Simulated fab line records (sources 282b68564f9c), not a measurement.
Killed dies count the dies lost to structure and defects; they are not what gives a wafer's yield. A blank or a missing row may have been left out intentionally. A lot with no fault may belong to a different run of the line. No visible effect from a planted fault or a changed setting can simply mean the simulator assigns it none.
fab line records | flow rit_cmos
record lots=5 | wafers=23
route steps=202 shown M1@184
start_h: hours from the record's first day to the start of the lot's first wafer shown | wait_h: how many hours have passed since the lot's step before this one | " identical to the entry in the row above | L1.1+2: a row that stands for several wafers | - no value present, or no start provided | * or withheld: withheld | < > ~ a bound
route shown NAME@n: names a module that has steps shown in the file, with the first one's number in the route | usual: the fault-free wafers' mean and standard deviation | same: alike in all rows | chamber/n: place in a boat | sites: per-site readings | _std_site: the standard deviation of these | _edge_site: outer sites' mean less inner sites' | radius_mm: how far each site lies from the wafer's centre | mask NAME#n: copy n | behind: the tool/chamber that last shaped the wafer | hold: the reason the lot was held/the length of the hold in hours/how it ended | device: names the non-switching transistor (n, p or np) | end of line: at the end of the route, the tests of the same wafers | step lacking rows: just its recipe | killed: not the wafer's yield, but the dies lost to structure and defects at the first sort | map: per-die view of a wafer (x killed, . not killed, _ where there is no die)
set.NAME: the setting as run; set.NAME@STEP: as run at that earlier step | model.NAME: the simulator's own value behind a step, which no gauge read
lots with deliberately changed settings; one table per step, one row per wafer
## steps
# step RIT_M1_SPUTTER_00
# recipe material=Al | target_thk_nm=400 | power_w=2000 | chamber_pressure_pa=0.4 | gas=Ar | time_s=500 | substrate_temp_c=25
lot.wafer | tool           | chamber | start_h | wait_h | set.time_s | model.Al_of_M1_SPUTTER_00.thk_nm
L074.1    | pvd_sputter-03 | -       | 59.87   | 0.0    | 500        | 399.7
L074.2    | "              | -       | "       | "      | 529.5      | 427.6
L074.3    | "              | -       | "       | "      | 500        | 393.6
L074.4    | "              | -       | "       | "      | 529.5      | 424.4
L074.6    | "              | -       | "       | "      | 500        | 398.2
L077.1    | pvd_sputter-03 | -       | 74.22   | 0.0    | 532.6      | 428.2
L077.2    | "              | -       | "       | "      | 532.6      | 427.1
L077.3    | "              | -       | "       | "      | 532.6      | 420.1
L077.4    | "              | -       | "       | "      | 500        | 404.8
L077.6    | "              | -       | "       | "      | 500        | 406.7
L078.1    | pvd_sputter-03 | -       | 79.51   | 0.0    | 500        | 392.8
L078.2    | "              | -       | "       | "      | 548.6      | 433.3
L078.3    | "              | -       | "       | "      | 548.6      | 441.1
L078.4    | "              | -       | "       | "      | 500        | 395.5
L078.5    | "              | -       | "       | "      | 548.6      | 432.8
L079.2    | pvd_sputter-02 | -       | 84.27   | 0.0    | 500        | 400.2
L079.5    | "              | -       | "       | "      | 500        | 406.7
L079.6    | "              | -       | "       | "      | 500        | 403.5
L081.1    | pvd_sputter-02 | -       | 92.58   | 0.0    | 474.9      | 380
L081.2    | "              | -       | "       | "      | 500        | 398.1
L081.3    | "              | -       | "       | "      | 500        | 403.7
L081.4    | "              | -       | "       | "      | 500        | 405.2
L081.5    | "              | -       | "       | "      | 474.9      | 378.8
# step RIT_M1_RS_MEAS_01
# recipe thk_meas_gauge=four-point-probe | reads=Al_of_M1_SPUTTER_00
# usual M1_AL_RS=0.0732/0.00092
lot.wafer | tool          | chamber | start_h | wait_h | set.time_s@M1_SPUTTER_00 | M1_AL_RS[ohm/sq]
L074.1    | film_metro-03 | -       | 60.17   | 0.1    | 500                      | 0.0733
L074.2    | "             | -       | "       | "      | 529.5                    | 0.0686
L074.3    | "             | -       | "       | "      | 500                      | 0.0746
L074.4    | "             | -       | "       | "      | 529.5                    | 0.0691
L074.6    | "             | -       | "       | "      | 500                      | 0.0737
L077.1    | film_metro-01 | -       | 74.52   | 0.1    | 532.6                    | 0.0685
L077.2    | "             | -       | "       | "      | 532.6                    | 0.0686
L077.3    | "             | -       | "       | "      | 532.6                    | 0.0699
L077.4    | "             | -       | "       | "      | 500                      | 0.0724
L077.6    | "             | -       | "       | "      | 500                      | 0.0724
L078.1    | film_metro-04 | -       | 79.80   | 0.1    | 500                      | 0.0749
L078.2    | "             | -       | "       | "      | 548.6                    | 0.0677
L078.3    | "             | -       | "       | "      | 548.6                    | 0.0667
L078.4    | "             | -       | "       | "      | 500                      | 0.0743
L078.5    | "             | -       | "       | "      | 548.6                    | 0.0677
L079.2    | film_metro-04 | -       | 84.58   | 0.2    | 500                      | 0.0734
L079.5    | "             | -       | "       | "      | 500                      | 0.0723
L079.6    | "             | -       | "       | "      | 500                      | 0.0729
L081.1    | film_metro-03 | -       | 92.88   | 0.1    | 474.9                    | 0.0774
L081.2    | "             | -       | "       | "      | 500                      | 0.0737
L081.3    | "             | -       | "       | "      | 500                      | 0.0725
L081.4    | "             | -       | "       | "      | 500                      | 0.0725
L081.5    | "             | -       | "       | "      | 474.9                    | 0.0776
# step RIT_M1_THK_MEAS_02
# recipe thk_meas_gauge=xrf | reads=Al_of_M1_SPUTTER_00
# usual M1_AL_THK=399/5.3
lot.wafer | tool          | chamber | start_h | wait_h | set.time_s@M1_SPUTTER_00 | M1_AL_THK[nm]
L074.1    | film_metro-03 | -       | 60.29   | 0.1    | 500                      | 396
L074.2    | "             | -       | "       | "      | 529.5                    | 423
L074.3    | "             | -       | "       | "      | 500                      | 390
L074.4    | "             | -       | "       | "      | 529.5                    | 422
L074.6    | "             | -       | "       | "      | 500                      | 395
L077.1    | film_metro-01 | -       | 74.64   | 0.1    | 532.6                    | 424
L077.2    | "             | -       | "       | "      | 532.6                    | 429
L077.3    | "             | -       | "       | "      | 532.6                    | 421
L077.4    | "             | -       | "       | "      | 500                      | 402
L077.6    | "             | -       | "       | "      | 500                      | 406
L078.1    | film_metro-04 | -       | 79.92   | 0.1    | 500                      | 388
L078.2    | "             | -       | "       | "      | 548.6                    | 427
L078.3    | "             | -       | "       | "      | 548.6                    | 437
L078.4    | "             | -       | "       | "      | 500                      | 392
L078.5    | "             | -       | "       | "      | 548.6                    | 429
L079.2    | film_metro-04 | -       | 84.69   | 0.1    | 500                      | 398
L079.5    | "             | -       | "       | "      | 500                      | 402
L079.6    | "             | -       | "       | "      | 500                      | 399
L081.1    | film_metro-03 | -       | 93.00   | 0.1    | 474.9                    | 375
L081.2    | "             | -       | "       | "      | 500                      | 393
L081.3    | "             | -       | "       | "      | 500                      | 399
L081.4    | "             | -       | "       | "      | 500                      | 399
L081.5    | "             | -       | "       | "      | 474.9                    | 374
# step RIT_M1_COAT_04
# recipe resist=NOVOLAK | spin_rpm=2000 | resist_thk_nm=1300
lot.wafer      | tool           | chamber | start_h | wait_h | set.resist_thk_nm
L074.1+4       | litho_track-03 | 0       | 60.50   | 0.1    | 1300
L074.2+3+6     | "              | 0       | "       | "      | 1242
L077.1+3       | litho_track-02 | 0       | 74.93   | 0.1    | 1278
L077.2+4+6     | "              | 0       | "       | "      | 1300
L078.1+4+5     | litho_track-01 | 0       | 80.13   | 0.1    | 1300
L078.2+3       | "              | 0       | "       | "      | 1246
L079.2+5+6     | litho_track-01 | 0       | 84.92   | 0.1    | 1300
L081.1+2+3+4+5 | litho_track-02 | 0       | 93.21   | 0.1    | 1300
# step RIT_M1_METAL_ETCH_12
# recipe stop_on=SiO2 | chemistry=Cl2/BCl3 | target=Al | time_s=165 | over_etch_frac=0.5 | pressure_mtorr=100 | target_depth_a=6000 | rf_w=250 | Cl2_flow_sccm=60 | bcl3_flow_sccm=50
lot.wafer      | tool         | chamber   | start_h | wait_h | set.over_etch_frac
L074.1+6       | rie_metal-02 | 0,1       | 61.92   | 0.2    | 0.5
L074.2+3+4     | "            | 1,0,1     | "       | "      | 0.5815
L077.1+2+3+4+6 | rie_metal-01 | 1,0,0,1,1 | 76.30   | 0.2    | 0.5
L078.1+2+5     | rie_metal-04 | 1,0,1     | 81.27   | 0.2    | 0.585
L078.3+4       | "            | 0,1       | "       | "      | 0.5
L079.2+5+6     | rie_metal-01 | 1,1,0     | 86.03   | 0.2    | 0.5
L081.1+2+3+4+5 | rie_metal-04 | 1,0,0,1,1 | 94.47   | 0.2    | 0.5
# step RIT_M1_STRIP_13
# recipe chemistry=nmp | resist=NOVOLAK | temp_c=80 | time_s=600 | dry=n2_spin
# step RIT_M1_STRIP_14
# recipe chemistry=O2 | time_s=180 | platen_temp_c=withheld | power_w=500 | pressure_mtorr=4000 | o2_flow_sccm=4000
# step RIT_M1_CD_MEAS_90
# recipe target_cd_nm=2600
# usual cd_nm=2600.3/2.1
lot.wafer | tool      | chamber | start_h | wait_h | set.resist_thk_nm@M1_COAT_04 | cd_nm
L074.1    | cd_sem-01 | -       | 62.44   | 0.1    | 1300                         | 2599.8
L074.2    | "         | -       | "       | "      | 1242                         | 2592.1
L074.3    | "         | -       | "       | "      | 1242                         | 2591.0
L074.4    | "         | -       | "       | "      | 1300                         | 2599.1
L074.6    | "         | -       | "       | "      | 1242                         | 2592.5
L077.1    | cd_sem-01 | -       | 76.82   | 0.1    | 1278                         | 2600.6
L077.2    | "         | -       | "       | "      | 1300                         | 2602.4
L077.3    | "         | -       | "       | "      | 1278                         | 2599.6
L077.4    | "         | -       | "       | "      | 1300                         | 2600.2
L077.6    | "         | -       | "       | "      | 1300                         | 2600.2
L078.1    | cd_sem-02 | -       | 81.82   | 0.1    | 1300                         | 2599.7
L078.2    | "         | -       | "       | "      | 1246                         | 2591.5
L078.3    | "         | -       | "       | "      | 1246                         | 2595.5
L078.4    | "         | -       | "       | "      | 1300                         | 2602.8
L078.5    | "         | -       | "       | "      | 1300                         | 2599.7
L079.2    | cd_sem-02 | -       | 86.56   | 0.1    | 1300                         | 2596.6
L079.5    | "         | -       | "       | "      | 1300                         | 2599.9
L079.6    | "         | -       | "       | "      | 1300                         | 2599.3
L081.1    | cd_sem-02 | -       | 94.98   | 0.1    | 1300                         | 2601.1
L081.2    | "         | -       | "       | "      | 1300                         | 2597.5
L081.3    | "         | -       | "       | "      | 1300                         | 2601.2
L081.4    | "         | -       | "       | "      | 1300                         | 2602.9
L081.5    | "         | -       | "       | "      | 1300                         | 2601.1
## key
split step=RIT_M1_SPUTTER_00 | setting=time_s | stated=500 | by=wafer
response step=RIT_M1_SPUTTER_00 | reading=model.Al_of_M1_SPUTTER_00.thk_nm | change=+4.14 | per=1% | r=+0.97
response step=RIT_M1_RS_MEAS_01 | reading=M1_AL_RS | change=-0.000735 | per=1% | r=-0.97
response step=RIT_M1_THK_MEAS_02 | reading=M1_AL_THK | change=+4.17 | per=1% | r=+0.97
split step=RIT_M1_COAT_04 | setting=resist_thk_nm | stated=1300 | by=wafer
response step=RIT_M1_CD_MEAS_90 | reading=cd_nm | change=+1.64 | per=1% | r=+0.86
split step=RIT_M1_METAL_ETCH_12 | setting=over_etch_frac | stated=0.5 | by=wafer
response none clear
